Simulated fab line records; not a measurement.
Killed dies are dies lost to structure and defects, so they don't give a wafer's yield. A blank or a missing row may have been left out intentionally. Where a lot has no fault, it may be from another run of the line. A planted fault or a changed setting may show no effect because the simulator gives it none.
Which tool was responsible? / flow rit_cmos / 42 wafers from 14 lots sampled at 3 of the route's 202 steps

## WHAT THE GAUGES READ, wafer by wafer
RIT_GATE_CD_MEAS_16: the cd target is 150 nm.
lot=L704; measured=day 2 13:56; on=cd_sem-02; cd_nm (nm)=145.9 148.9 147.9
lot=L705; measured=day 2 18:01; on=cd_sem-02; cd_nm (nm)=147.6 150.2 149.1
lot=L706; measured=day 3 00:47; on=cd_sem-01; cd_nm (nm)=149.6 150.7 151.2
lot=L707; measured=day 3 05:11; on=cd_sem-01; cd_nm (nm)=147.5 149.1 147.3
lot=L708; measured=day 3 09:33; on=cd_sem-01; cd_nm (nm)=145.9 147.2 146.1
lot=L709; measured=day 3 14:22; on=cd_sem-02; cd_nm (nm)=146.9 147.4 145.0
lot=L710; measured=day 3 21:21; on=cd_sem-02; cd_nm (nm)=146.4 146.6 144.9
lot=L711; measured=day 4 01:25; on=cd_sem-02; cd_nm (nm)=153.6 156.6 151.2
lot=L712; measured=day 4 06:01; on=cd_sem-02; cd_nm (nm)=148.4 144.2 147.9
lot=L713; measured=day 4 09:13; on=cd_sem-02; cd_nm (nm)=149.9 148.1 145.9
lot=L714; measured=day 4 14:20; on=cd_sem-02; cd_nm (nm)=145.8 146.4 148.6
lot=L715; measured=day 4 20:25; on=cd_sem-02; cd_nm (nm)=150.0 148.7 151.3
lot=L720; measured=day 5 20:20; on=cd_sem-02; cd_nm (nm)=155.9 153.7 154.2
lot=L721; measured=day 6 02:49; on=cd_sem-02; cd_nm (nm)=154.1 152.5 152.9

RIT_PLDD_OVL_MEAS_06.
lot=L704; measured=day 2 20:10; on=overlay-02; PLDD_OVL (nm)=0.7 2.3 2.5
lot=L705; measured=day 3 00:22; on=overlay-02; PLDD_OVL (nm)=-0.7 -0.8 0.6
lot=L706; measured=day 3 07:01; on=overlay-01; PLDD_OVL (nm)=1.4 1.3 0.5
lot=L707; measured=day 3 11:16; on=overlay-01; PLDD_OVL (nm)=2.7 1.8 2.2
lot=L708; measured=day 3 15:38; on=overlay-01; PLDD_OVL (nm)=0.0 0.6 1.4
lot=L709; measured=day 3 20:22; on=overlay-02; PLDD_OVL (nm)=-1.2 1.1 0.8
lot=L710; measured=day 4 03:34; on=overlay-01; PLDD_OVL (nm)=-1.0 -0.6 -0.5
lot=L711; measured=day 4 07:31; on=overlay-01; PLDD_OVL (nm)=1.8 1.9 0.7
lot=L712; measured=day 4 12:31; on=overlay-02; PLDD_OVL (nm)=4.0 0.7 1.1
lot=L713; measured=day 4 15:19; on=overlay-02; PLDD_OVL (nm)=-0.1 -2.1 -0.1
lot=L714; measured=day 4 20:40; on=overlay-01; PLDD_OVL (nm)=0.2 0.5 2.0
lot=L715; measured=day 5 02:46; on=overlay-02; PLDD_OVL (nm)=0.9 0.0 0.4
lot=L720; measured=day 6 02:30; on=overlay-01; PLDD_OVL (nm)=1.6 0.1 1.9
lot=L721; measured=day 6 09:08; on=overlay-02; PLDD_OVL (nm)=0.3 0.7 1.8

## EACH LOT AND THE TOOL THAT RAN IT (in order: tool; ch and the chambers of the sampled wafers; start)
lot=L704; RIT_NLDD_SOFTBAKE_02=litho_track-04 ch 0, day 2 17:56
lot=L705; RIT_NLDD_SOFTBAKE_02=litho_track-03 ch 0, day 2 22:08
lot=L706; RIT_NLDD_SOFTBAKE_02=litho_track-04 ch 0, day 3 04:57
lot=L707; RIT_NLDD_SOFTBAKE_02=litho_track-03 ch 0, day 3 09:17
lot=L708; RIT_NLDD_SOFTBAKE_02=litho_track-02 ch 0, day 3 13:32
lot=L709; RIT_NLDD_SOFTBAKE_02=litho_track-02 ch 0, day 3 18:21
lot=L710; RIT_NLDD_SOFTBAKE_02=litho_track-04 ch 0, day 4 01:20
lot=L711; RIT_NLDD_SOFTBAKE_02=litho_track-02 ch 0, day 4 05:28
lot=L712; RIT_NLDD_SOFTBAKE_02=litho_track-04 ch 0, day 4 10:17
lot=L713; RIT_NLDD_SOFTBAKE_02=litho_track-04 ch 0, day 4 13:14
lot=L714; RIT_NLDD_SOFTBAKE_02=litho_track-04 ch 0, day 4 18:33
lot=L715; RIT_NLDD_SOFTBAKE_02=litho_track-02 ch 0, day 5 00:38
lot=L720; RIT_NLDD_SOFTBAKE_02=litho_track-04 ch 0, day 6 00:22
lot=L721; RIT_NLDD_SOFTBAKE_02=litho_track-04 ch 0, day 6 06:50
- RIT_NLDD_SOFTBAKE_02: time 60 s.

## WHAT THE TOOLS THEMSELVES READ (means of the sampled wafers that have a number; where no wafer has one, the mark that the record gives instead)
RIT_NLDD_SOFTBAKE_02.
lot=L704; tool=litho_track-04; heater_power_total_W (W)=34.53; plate_temp_C (C)=89.98
lot=L705; tool=litho_track-03; heater_power_total_W (W)=34.61; plate_temp_C (C)=90.17
lot=L706; tool=litho_track-04; heater_power_total_W (W)=34.53; plate_temp_C (C)=89.89
lot=L707; tool=litho_track-03; heater_power_total_W (W)=34.56; plate_temp_C (C)=90.10
lot=L708; tool=litho_track-02; heater_power_total_W (W)=34.61; plate_temp_C (C)=89.99
lot=L709; tool=litho_track-02; heater_power_total_W (W)=34.56; plate_temp_C (C)=90.13
lot=L710; tool=litho_track-04; heater_power_total_W (W)=34.58; plate_temp_C (C)=89.95
lot=L711; tool=litho_track-02; heater_power_total_W (W)=34.57; plate_temp_C (C)=89.81
lot=L712; tool=litho_track-04; heater_power_total_W (W)=34.57; plate_temp_C (C)=89.82
lot=L713; tool=litho_track-04; heater_power_total_W (W)=34.55; plate_temp_C (C)=90.01
lot=L714; tool=litho_track-04; heater_power_total_W (W)=34.59; plate_temp_C (C)=89.95
lot=L715; tool=litho_track-02; heater_power_total_W (W)=34.55; plate_temp_C (C)=89.92
lot=L720; tool=litho_track-04; heater_power_total_W (W)=36.18; plate_temp_C (C)=93.09
lot=L721; tool=litho_track-04; heater_power_total_W (W)=36.25; plate_temp_C (C)=93.05

## THE ANSWER, worked out from the rows above alone
Rule: the usual values come from the lots themselves. Put in order of their means at a reading, lots are off if they are a third of the lots or fewer, leave a main group of 4 or more, and stand apart from it by a gap of 3 or more times the standard deviation of the main group's means; of several such gaps the widest counts. A main group is skipped when, at the precision printed for the reading in the tables above, its means are all equal. Also off: a lot with no number at a reading for which 4 or more lots have one. The other lots that the step has rows for count as sound. After the gauges, taken in route order, come the tools' own readings; for these a lot's mean is taken, as printed above. At the first step where some lot is off, the reading lying furthest off is the one used; lots without a number count as furthest.
Off: L720, L721 (RIT_NLDD_SOFTBAKE_02, heater_power_total_W). For the main group the mean is 34.57 W and the standard deviation 0.026.
A tool fits if, at that step or a process step before it, it ran every lot that is off, and no sound lot after the first of them. One fits: RIT_NLDD_SOFTBAKE_02 on litho_track-04. Its last sound lot is L714 (day 4 18:33), its first lot that is off L720 (day 6 00:22): a fault that began between those two fits.
The tool's own readings at RIT_NLDD_SOFTBAKE_02 bear it out: on the lots that are off they differ by more than 5 times the standard deviation of the sound lots' means. heater_power_total_W reads 36.22 W there against 34.57 W on the sound lots; plate_temp_C reads 93.07 C there against 89.98 C on the sound lots.

## WHAT THE SIMULATOR PUT IN
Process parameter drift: litho_track-04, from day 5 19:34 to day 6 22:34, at RIT_NLDD_SOFTBAKE_02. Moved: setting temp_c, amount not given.
Shown lots that were struck: L720, L721. The rule above found the same.
